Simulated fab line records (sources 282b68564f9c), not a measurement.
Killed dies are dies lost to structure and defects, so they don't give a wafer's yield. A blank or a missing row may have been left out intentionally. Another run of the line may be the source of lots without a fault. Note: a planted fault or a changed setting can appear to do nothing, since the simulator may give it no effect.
fab line records | flow rit_cmos
record lots=7 | wafers=21 | last_day=7
route steps=202 shown ACTIVE@1 M1@202
lots that met no fault: from a run of the same line without faults
start_h: the number of hours between the record's first day and the start of the first shown wafer of the lot | wait_h: hours elapsed since this lot's preceding step | " the same as in the row above | L1.1+2: several wafers, shown together as one row | - either no value or no given start | * or withheld: withheld | < > ~ a bound
route shown NAME@n: NAME is a module with steps in the file, n the number in the route of the first one | usual: the fault-free wafers' mean and standard deviation | same: alike in all rows | chamber/n: place in a boat | sites: per-site readings | _std_site: their standard deviation | _edge_site: mean of outer sites minus mean of inner sites | radius_mm: how far each site lies from the wafer's centre | mask NAME#n: copy n | behind: the most recent tool/chamber to have shaped the wafer | hold: what put the lot on hold/how long, in hours/how the hold closed | device: which transistor (n, p or np) failed to switch | end of line: at the end of the route, the tests of the same wafers | where a step has no rows: the recipe by itself | killed: dies lost to structure and defects at the first sort, not the wafer's yield | map: a wafer's dies, x killed, . not, _ none there
set.NAME: the setting the step ran with; set.NAME@STEP: the setting that earlier step ran with | model.NAME: the simulator's own value behind a step, which no gauge read
a table for each step, a row for each wafer; lots at some steps of the route
services: the hour from which a tool's chamber was out of use, counted from the record's first day as start_h (under 0 if before that day), plus the number of hours and why
## steps
# step RIT_ACTIVE_BOW_MEAS_00
# recipe mode=bow
# usual INCOMING_BOW=0/6.5
lot.wafer | tool          | chamber | start_h | wait_h | INCOMING_BOW[um]
L624.1    | film_metro-04 | -       | 10.00   | -      | -6
L624.2    | "             | -       | "       | "      | 3
L624.6    | "             | -       | "       | "      | 8
L626.2    | film_metro-04 | -       | 20.02   | -      | 2
L626.3    | "             | -       | "       | "      | -12
L626.6    | "             | -       | "       | "      | 12
L628.1    | film_metro-04 | -       | 30.00   | -      | 7
L628.3    | "             | -       | "       | "      | -4
L628.4    | "             | -       | "       | "      | 5
L640.2    | film_metro-04 | -       | 90.02   | -      | 6
L640.5    | "             | -       | "       | "      | 3
L640.6    | "             | -       | "       | "      | 0
L641.1    | film_metro-01 | -       | 95.00   | -      | 2
L641.4    | "             | -       | "       | "      | -2
L641.6    | "             | -       | "       | "      | -12
L642.1    | film_metro-04 | -       | 100.00  | -      | 11
L642.4    | "             | -       | "       | "      | -2
L642.5    | "             | -       | "       | "      | 7
L647.1    | film_metro-02 | -       | 125.00  | -      | 11
L647.2    | "             | -       | "       | "      | 6
L647.3    | "             | -       | "       | "      | -13
# step RIT_ACTIVE_OXIDATION_01
# recipe temp_c=1000 | ambient=O2 | target_thk_a=468 | ox_time_s=3360
# step RIT_ACTIVE_THK_MEAS_02
# recipe reads=SiO2_of_ACTIVE_OXIDATION_01
# usual ACTIVE_OXIDE_THK=46.9/0.88
lot.wafer | tool          | chamber | start_h | wait_h | ACTIVE_OXIDE_THK[nm]
L624.1    | film_metro-04 | -       | 12.05   | 0.0    | 46.9
L624.2    | "             | -       | "       | "      | 46.8
L624.6    | "             | -       | "       | "      | 47.0
L626.2    | film_metro-04 | -       | 22.06   | 0.0    | 45.4
L626.3    | "             | -       | "       | "      | 45.9
L626.6    | "             | -       | "       | "      | 45.0
L628.1    | film_metro-04 | -       | 32.05   | 0.0    | 47.4
L628.3    | "             | -       | "       | "      | 47.4
L628.4    | "             | -       | "       | "      | 47.7
L640.2    | film_metro-04 | -       | 93.15   | 0.0    | 46.2
L640.5    | "             | -       | "       | "      | 46.5
L640.6    | "             | -       | "       | "      | 45.9
L641.1    | film_metro-01 | -       | 97.05   | 0.0    | 46.9
L641.4    | "             | -       | "       | "      | 47.2
L641.6    | "             | -       | "       | "      | 47.9
L642.1    | film_metro-04 | -       | 102.05  | 0.0    | 47.1
L642.4    | "             | -       | "       | "      | 46.7
L642.5    | "             | -       | "       | "      | 46.8
L647.1    | film_metro-04 | -       | 127.05  | 0.0    | 46.9
L647.2    | "             | -       | "       | "      | 47.2
L647.3    | "             | -       | "       | "      | 46.8
# step RIT_ACTIVE_CVD_03
# recipe material=Si3N4 | target_thk_nm=150 | temp_c=810 | precursor=SiH2Cl2/NH3 | time_s=1500 | pressure_mtorr=300 | sih2cl2_flow_sccm=60 | nh3_flow_sccm=150
# step RIT_ACTIVE_THK_MEAS_04
# recipe reads=Si3N4_of_ACTIVE_CVD_03
# usual ACTIVE_NITRIDE_THK=149.0/1.7
lot.wafer | tool          | chamber | start_h | wait_h | ACTIVE_NITRIDE_THK[nm]
L624.1    | film_metro-01 | -       | 13.53   | 0.0    | 146.3
L624.2    | "             | -       | "       | "      | 146.4
L624.6    | "             | -       | "       | "      | 147.0
L626.2    | film_metro-01 | -       | 25.31   | 0.0    | 147.2
L626.3    | "             | -       | "       | "      | 146.4
L626.6    | "             | -       | "       | "      | 148.0
L628.1    | film_metro-01 | -       | 33.53   | 0.0    | 149.3
L628.3    | "             | -       | "       | "      | 149.0
L628.4    | "             | -       | "       | "      | 148.9
L640.2    | film_metro-04 | -       | 94.63   | 0.0    | 149.7
L640.5    | "             | -       | "       | "      | 151.5
L640.6    | "             | -       | "       | "      | 150.7
L641.1    | film_metro-01 | -       | 98.53   | 0.0    | 149.7
L641.4    | "             | -       | "       | "      | 150.8
L641.6    | "             | -       | "       | "      | 149.4
L642.1    | film_metro-01 | -       | 104.02  | 0.0    | 150.0
L642.4    | "             | -       | "       | "      | 148.9
L642.5    | "             | -       | "       | "      | 148.2
L647.1    | film_metro-01 | -       | 128.53  | 0.0    | 150.0
L647.2    | "             | -       | "       | "      | 150.6
L647.3    | "             | -       | "       | "      | 149.8
# step RIT_ACTIVE_HMDS_05
# recipe prime_time_s=60 | prime_temp_c=140
# step RIT_ACTIVE_COAT_06
# recipe resist=NOVOLAK | spin_rpm=3250 | resist_thk_nm=1000
# step RIT_ACTIVE_SOFTBAKE_07
# recipe resist=NOVOLAK | temp_c=90 | time_s=60
# step RIT_ACTIVE_EXPOSE_08
# recipe mask_id=M1 | na=0.6 | source_shape=conventional | sigma_outer=0.6 | target_cd_nm=1400 | dose_mj=225
# usual focus_offset_nm=-0.2/0.44
# same na=0.6
lot.wafer | tool             | chamber | start_h | wait_h | mask | focus_offset_nm | model.ACTIVE.overlay_x_nm
L624.1    | iline_stepper-02 | 0       | 14.27   | 0.4    | M1#0 | -0.8            | -0.6219
L624.2    | "                | 0       | "       | "      | M1#0 | -0.7            | -0.6219
L624.6    | "                | 0       | "       | "      | M1#0 | -0.2            | -0.6219
L626.2    | iline_stepper-02 | 0       | 25.83   | 0.1    | M1#0 | -0.7            | -1.912
L626.3    | "                | 0       | "       | "      | M1#0 | -0.1            | -1.912
L626.6    | "                | 0       | "       | "      | M1#0 | -0.5            | -1.912
L628.1    | iline_stepper-01 | 0       | 34.08   | 0.2    | M1#0 | 0.2             | 0.7206
L628.3    | "                | 0       | "       | "      | M1#0 | -0.1            | 0.7206
L628.4    | "                | 0       | "       | "      | M1#0 | -1.0            | 0.7206
L640.2    | iline_stepper-01 | 0       | 95.27   | 0.2    | M1#0 | -0.1            | 5.19
L640.5    | "                | 0       | "       | "      | M1#0 | -0.1            | 5.19
L640.6    | "                | 0       | "       | "      | M1#0 | -0.7            | 5.19
L641.1    | iline_stepper-01 | 0       | 99.04   | 0.1    | M1#0 | -0.8            | 7.741
L641.4    | "                | 0       | "       | "      | M1#0 | -0.8            | 7.741
L641.6    | "                | 0       | "       | "      | M1#0 | -0.4            | 7.741
L642.1    | iline_stepper-01 | 0       | 104.62  | 0.1    | M1#0 | 0.3             | 5.642
L642.4    | "                | 0       | "       | "      | M1#0 | -0.1            | 5.642
L642.5    | "                | 0       | "       | "      | M1#0 | -0.2            | 5.642
L647.1    | iline_stepper-02 | 0       | 129.04  | 0.1    | M1#0 | 0.4             | -1.8
L647.2    | "                | 0       | "       | "      | M1#0 | 0.1             | -1.8
L647.3    | "                | 0       | "       | "      | M1#0 | -0.2            | -1.8
# step RIT_ACTIVE_PEB_09
# recipe resist=NOVOLAK | temp_c=withheld | time_s=withheld
# step RIT_M1_PROBE_99
# usual killed_at_M0_to_M3=0.0/0.22 | killed_at_contacts=0.0/0.18 | killed_at_front_end=7/3.1 | killed_dies=7/3.1 | killed_open=3.2/2.1 | killed_short=3.4/2
# same gross_dies=264 | killed_at_M4_up=0 | killed_at_back_side=0 | killed_at_other=0
lot.wafer | tool      | chamber | start_h | wait_h | killed_at_M0_to_M3 | killed_at_contacts | killed_at_front_end | killed_dies | killed_open | killed_short
L624.1    | prober-02 | -       | 56.96   | 0.1    | 0                  | 0                  | 5                   | 5           | 2           | 3
L624.2    | prober-02 | -       | 57.01   | 0.1    | 0                  | 0                  | 6                   | 6           | 2           | 4
L624.6    | prober-02 | -       | 57.21   | 0.2    | 0                  | 0                  | 4                   | 4           | 2           | 2
L640.2    | prober-02 | -       | 138.85  | 0.1    | 0                  | 0                  | 7                   | 7           | 4           | 3
L640.5    | prober-02 | -       | 139.00  | 0.2    | 0                  | 0                  | 5                   | 5           | 4           | 1
L640.6    | prober-02 | -       | 139.05  | 0.2    | 0                  | 0                  | 10                  | 10          | 6           | 4
L641.1    | prober-02 | -       | 141.97  | 0.1    | 0                  | 0                  | 5                   | 5           | 2           | 3
L641.4    | prober-02 | -       | 142.12  | 0.2    | 0                  | 0                  | 6                   | 6           | 4           | 2
L641.6    | prober-02 | -       | 142.22  | 0.2    | 0                  | 0                  | 10                  | 10          | 6           | 4
L647.1    | prober-02 | -       | 173.02  | 0.1    | 0                  | 0                  | 4                   | 4           | 2           | 2
L647.2    | prober-02 | -       | 173.07  | 0.1    | 0                  | 0                  | 9                   | 9           | 6           | 3
L647.3    | prober-02 | -       | 173.12  | 0.2    | 0                  | 0                  | 7                   | 7           | 3           | 4
# killed by level:class
L624.1 FOX2:geometric_particle:short=1 GATE:geometric_particle:open=1 GATE:geometric_particle:short=1 SPACER:geometric_particle:open=1 SPACER:geometric_particle:short=1
L624.2 GATE:geometric_particle:short=2 FOX1:geometric_particle:open=1 FOX2:geometric_particle:short=1 GATE:geometric_particle:open=1 REOX:geometric_particle:short=1
L624.6 REOX:geometric_particle:short=2 GATE:geometric_particle:open=1 REOX:geometric_particle:open=1
L640.2 FOX2:geometric_particle:open=2 SILICIDE:geometric_particle:short=2 GATE:geometric_particle:short=1 SPACER:geometric_particle:open=1 SILICIDE:geometric_particle:open=1
L640.5 GATE:geometric_particle:open=3 FOX1:geometric_particle:short=1 SILICIDE:geometric_particle:open=1
L640.6 GATE:geometric_particle:open=4 GATE:geometric_particle:short=3 SPACER:geometric_particle:open=2 SPACER:geometric_particle:short=1
L641.1 GATE:geometric_particle:short=3 SPACER:geometric_particle:open=1 SILICIDE:geometric_particle:open=1
L641.4 GATE:geometric_particle:open=2 REOX:geometric_particle:short=2 FOX1:geometric_particle:open=1 SPACER:geometric_particle:open=1
L641.6 GATE:geometric_particle:open=3 REOX:geometric_particle:short=3 FOX1:geometric_particle:open=1 FOX2:geometric_particle:short=1 FOX2:geometric_particle:open=1 REOX:geometric_particle:open=1
L647.1 GATE:geometric_particle:open=2 GATE:geometric_particle:short=1 REOX:geometric_particle:short=1
L647.2 SPACER:geometric_particle:open=2 FOX1:geometric_particle:open=1 FOX2:geometric_particle:open=1 FOX2:geometric_particle:short=1 GATE:geometric_particle:open=1 REOX:geometric_particle:open=1 REOX:geometric_particle:short=1 SPACER:geometric_particle:short=1
L647.3 FOX2:geometric_particle:open=2 GATE:geometric_particle:short=2 FOX2:geometric_particle:short=1 GATE:geometric_particle:open=1 REOX:geometric_particle:short=1
## services
tool             | chamber | start_h | hours | kind
iline_stepper-01 | -       | 25.66   | 1.7   | pm
iline_stepper-02 | -       | 28.46   | 15.0  | repair
iline_stepper-02 | -       | 29.47   | 7.1   | repair
iline_stepper-02 | -       | 53.69   | 1.7   | pm
## key
first_sign none at tools or gauges
model_effect step=RIT_ACTIVE_EXPOSE_08 | value=ACTIVE.overlay_x_nm | without=0.1299 | struck=6.191
met_at RIT_ACTIVE_EXPOSE_08
struck_wafers L640.2,L640.5,L640.6,L641.1,L641.4,L641.6,L642.1,L642.4,L642.5
tester_left_out L640,L641,L642
onset_between 34.08 95.27
fault kind=scanner_matching_overlay | tool=iline_stepper-01 | chamber=- | onset_h=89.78 | steps=RIT_ACTIVE_EXPOSE_08 | offset=6.0612
# tester_left_out: of these lots the tester's yield and bins aren't shown, on N5 and GAA mostly nor the transistor test; their killed dies are dies lost to structure and defects alone, not to doping, threshold or leakage, so they don't give the yield
